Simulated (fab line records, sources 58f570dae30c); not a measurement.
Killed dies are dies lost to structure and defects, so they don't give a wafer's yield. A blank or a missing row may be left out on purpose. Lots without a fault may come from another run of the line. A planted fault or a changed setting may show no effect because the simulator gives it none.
Tool commonality check | flow berkeley_cmos170 | 14 lots, 48 wafers sampled

WHY IT WAS OPENED
At UCB170_CONTACT_THK_MEAS_02 the reading CONTACT_PSG_THK is flagged on 2 of 14 lots. Wafers without a fault read 696 nm, standard deviation 6.9.
Rule: a lot is flagged when every wafer of it that has a number lies more than 4 standard deviations from that mean, or none has a number. The other lots count as sound.

lot  | measured     | on            | CONTACT_PSG_THK (nm), wafer by wafer | flag
L226 | day 9 07:23  | film_metro-04 | 686 688 685                          |
L227 | day 9 08:06  | film_metro-02 | 709 702 699                          |
L228 | day 9 21:47  | film_metro-02 | 699 702 696                          |
L231 | day 10 17:27 | film_metro-03 | 692 698 694                          |
L232 | day 10 19:15 | film_metro-02 | 706 706 718                          |
L234 | day 11 09:10 | film_metro-03 | 691 700 705                          |
L235 | day 11 10:14 | film_metro-03 | 693 684 682                          |
L238 | day 12 00:04 | film_metro-03 | 730 728 731 731 728 731              | FLAGGED
L237 | day 12 00:04 | film_metro-02 | 737 734 731 736 734 731              | FLAGGED
L243 | day 12 07:43 | film_metro-02 | 694 696 694                          |
L244 | day 12 10:23 | film_metro-02 | 697 693 687                          |
L245 | day 12 10:37 | film_metro-03 | 694 704 699                          |
L246 | day 13 05:18 | film_metro-04 | 699 697 693                          |
L247 | day 13 13:39 | film_metro-04 | 710 705 704                          |
The numbers of the flagged lots are 732 nm on average: +36 nm against the usual, or +5 standard deviations.

WHICH TOOL RAN EACH LOT
The record holds 1 process step before the reading, out of a route of 331 steps. In each cell: the tool, then ch and the chambers that the sampled wafers went through, then the start.
lot  | flag    | UCB170_CONTACT_CVD_01
L226 |         | lpcvd-01 ch 1, day 9 05:37
L227 |         | lpcvd-02 ch 1, day 9 06:19
L228 |         | lpcvd-01 ch 1, day 9 19:59
L231 |         | lpcvd-01 ch 1, day 10 15:40
L232 |         | lpcvd-01 ch 1, day 10 17:27
L234 |         | lpcvd-01 ch 0, day 11 07:23
L235 |         | lpcvd-02 ch 1, day 11 08:26
L238 | FLAGGED | lpcvd-02 ch 0, day 11 20:03
L237 | FLAGGED | lpcvd-02 ch 0, day 11 20:03
L243 |         | lpcvd-01 ch 1, day 12 05:02
L244 |         | lpcvd-01 ch 1, day 12 07:43
L245 |         | lpcvd-02 ch 1, day 12 08:49
L246 |         | lpcvd-01 ch 1, day 13 03:31
L247 |         | lpcvd-01 ch 0, day 13 11:52
What these steps do:
- UCB170_CONTACT_CVD_01: deposits PSG from SiH4/O2/PH3, target thk 700 nm, time 2820 s.
- UCB170_CONTACT_THK_MEAS_02

FLAGGED OVER TOTAL, TOOL BY TOOL (the gauges that took the reading come last)
step                       | tool          | lots run | flagged | share of the flagged lots | sound lots run after its first flagged lot
UCB170_CONTACT_CVD_01      | lpcvd-01      | 9        | 0       | none                      | -
UCB170_CONTACT_CVD_01      | lpcvd-02      | 5        | 2       | all                       | 1 (L245)
UCB170_CONTACT_THK_MEAS_02 | film_metro-02 | 6        | 1       | some                      | 2 (L243,L244)
UCB170_CONTACT_THK_MEAS_02 | film_metro-03 | 5        | 1       | some                      | 1 (L245)
UCB170_CONTACT_THK_MEAS_02 | film_metro-04 | 3        | 0       | none                      | -

WHAT THE TABLE ALLOWS
1 row of the table ran every flagged lot: lpcvd-02 at UCB170_CONTACT_CVD_01.
- lpcvd-02 at UCB170_CONTACT_CVD_01: 2 of its 5 lots flagged. Sound lots ran on it after the first flagged one (L245), which a lasting fault on the whole tool wouldn't allow.
No row of the table ran every flagged lot and no sound lot after the first.

WHAT THE SIMULATOR HAD PUT IN
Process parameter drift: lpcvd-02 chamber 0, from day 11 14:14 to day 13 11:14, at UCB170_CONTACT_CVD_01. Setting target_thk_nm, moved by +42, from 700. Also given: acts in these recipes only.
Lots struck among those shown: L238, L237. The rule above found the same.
